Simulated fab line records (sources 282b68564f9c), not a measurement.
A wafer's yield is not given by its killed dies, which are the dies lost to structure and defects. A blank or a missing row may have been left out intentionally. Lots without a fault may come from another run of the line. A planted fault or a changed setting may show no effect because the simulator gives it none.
The tool behind it: which one? | flow rit-cmos | 45 wafers from 15 lots sampled at 3 of the route's 202 steps

## WHAT EACH GAUGE READ, for each wafer
RIT_NWELL_OVL_MEAS_06. Usual: NWELL_OVL gives -1.3 nm (standard deviation 1.4).
lot  | measured    | on         | NWELL_OVL (nm) | flag
L920 | day 1 21:37 | overlay-01 | -1.8 -2.4 -3.0 |
L921 | day 2 02:44 | overlay-02 | -3.0 -0.8 -0.7 |
L923 | day 2 12:14 | overlay-02 | -1.3 -0.4 -2.9 |
L925 | day 2 23:34 | overlay-01 | -0.9 -0.8 -0.1 |
L926 | day 3 03:46 | overlay-02 | -2.2 -1.1 -3.0 |
L927 | day 3 09:19 | overlay-02 | 0.2 0.9 -0.8   |
L928 | day 3 12:51 | overlay-01 | -0.7 -0.5 -1.2 |
L929 | day 3 17:59 | overlay-02 | -1.7 -1.8 0.1  |
L930 | day 4 02:54 | overlay-01 | 0.2 -0.1 0.1   |
L933 | day 4 14:43 | overlay-01 | 0.4 1.2 0.9    |
L937 | day 5 12:12 | overlay-02 | -0.8 -0.7 0.0  |
L939 | day 5 21:09 | overlay-01 | -1.5 -2.8 -3.5 |
L940 | day 6 00:45 | overlay-02 | -0.8 -2.2 0.1  |
L941 | day 6 11:08 | overlay-01 | -0.6 -0.7 -1.0 |
L942 | day 6 15:32 | overlay-02 | -0.3 1.7 -2.0  |

RIT_PWELL_OVL_MEAS_06. Usual: PWELL_OVL gives 0.4 nm (standard deviation 0.96).
lot  | measured    | on         | PWELL_OVL (nm) | flag
L920 | day 1 23:26 | overlay-01 | 2.1 0.0 1.7    |
L921 | day 2 04:17 | overlay-02 | -1.4 0.4 0.4   |
L923 | day 2 13:47 | overlay-01 | 0.9 1.0 -0.1   |
L925 | day 3 01:08 | overlay-02 | -0.9 0.2 -0.2  |
L926 | day 3 05:19 | overlay-01 | 1.1 1.9 1.7    |
L927 | day 3 10:59 | overlay-01 | 0.2 0.7 0.7    |
L928 | day 3 14:25 | overlay-01 | 0.3 2.1 -0.8   |
L929 | day 3 19:32 | overlay-02 | 2.7 1.3 2.2    |
L930 | day 4 04:47 | overlay-02 | -1.4 -2.4 -0.4 |
L933 | day 4 16:16 | overlay-02 | 1.0 1.6 0.1    |
L937 | day 5 13:45 | overlay-01 | -0.1 -0.1 0.0  |
L939 | day 5 22:56 | overlay-01 | 0.6 0.2 -1.0   |
L940 | day 6 02:26 | overlay-01 | -0.7 1.6 0.0   |
L941 | day 6 12:46 | overlay-01 | 0.2 0.7 1.2    |
L942 | day 6 17:13 | overlay-01 | 1.4 0.8 0.2    |

## WHAT TOOL EACH LOT RAN ON (gives the tool, then ch and the chambers of the sampled wafers, and finally the start)
lot  | RIT_PWELL_PEB_04
L920 | litho-track-03 ch 0, day 1 23:08
L921 | litho-track-01 ch 0, day 2 04:01
L923 | litho-track-03 ch 0, day 2 13:31
L925 | litho-track-02 ch 0, day 3 00:49
L926 | litho-track-01 ch 0, day 3 05:02
L927 | litho-track-03 ch 0, day 3 10:41
L928 | litho-track-01, day 3 14:07
L929 | litho-track-01, day 3 19:13
L930 | litho-track-02, day 4 04:29
L933 | litho-track-02 ch 0, day 4 15:57
L937 | litho-track-03 ch 0, day 5 13:27
L939 | litho-track-01 ch 0, day 5 22:39
L940 | litho-track-03 ch 0, day 6 02:08
L941 | litho-track-02 ch 0, day 6 12:27
L942 | litho-track-03 ch 0, day 6 16:56
- RIT_PWELL_PEB_04

## AS READ BY THE TOOLS THEMSELVES (means over the sampled wafers that have a number; for cases with no such wafer, the mark the record gives instead)
RIT_PWELL_PEB_04. Usual: 45.1 Pa for exhaust-pa, sd 0.74.
lot  | tool           | exhaust-pa (Pa) | flag
L920 | litho-track-03 | 45.1            |
L921 | litho-track-01 | 45.5            |
L923 | litho-track-03 | 45.2            |
L925 | litho-track-02 | 45.0            |
L926 | litho-track-01 | 44.5            |
L927 | litho-track-03 | 44.6            |
L928 | litho-track-01 | -               | OFF
L929 | litho-track-01 | -               | OFF
L930 | litho-track-02 | -               | OFF
L933 | litho-track-02 | 44.2            |
L937 | litho-track-03 | 44.7            |
L939 | litho-track-01 | 44.7            |
L940 | litho-track-03 | 45.0            |
L941 | litho-track-02 | 46.0            |
L942 | litho-track-03 | 46.2            |

## THE ANSWER, worked out from the rows above alone
Rule: take the mean of a lot's wafers that have a number; if it is more than 3 standard deviations from the usual mean, the lot is off. A lot without any number at a reading at which 4 lots or more have one is off too. The other lots that the step has rows for count as sound. First the gauges in route order, then the tools' own readings, where a lot's mean is used as printed above. At the first step where some lot is off, the reading lying furthest off is the one used; lots without a number count as furthest.
Off, at RIT_PWELL_PEB_04 on exhaust-pa: L928, L929, L930. Without a number there: L928, L929, L930.
If a tool, at that step or one of the process steps before it, ran each lot that is off and ran no sound lot following the first of them, it fits. Not one of the candidates tried fits.

## WHAT THE SIMULATOR HAD PUT IN
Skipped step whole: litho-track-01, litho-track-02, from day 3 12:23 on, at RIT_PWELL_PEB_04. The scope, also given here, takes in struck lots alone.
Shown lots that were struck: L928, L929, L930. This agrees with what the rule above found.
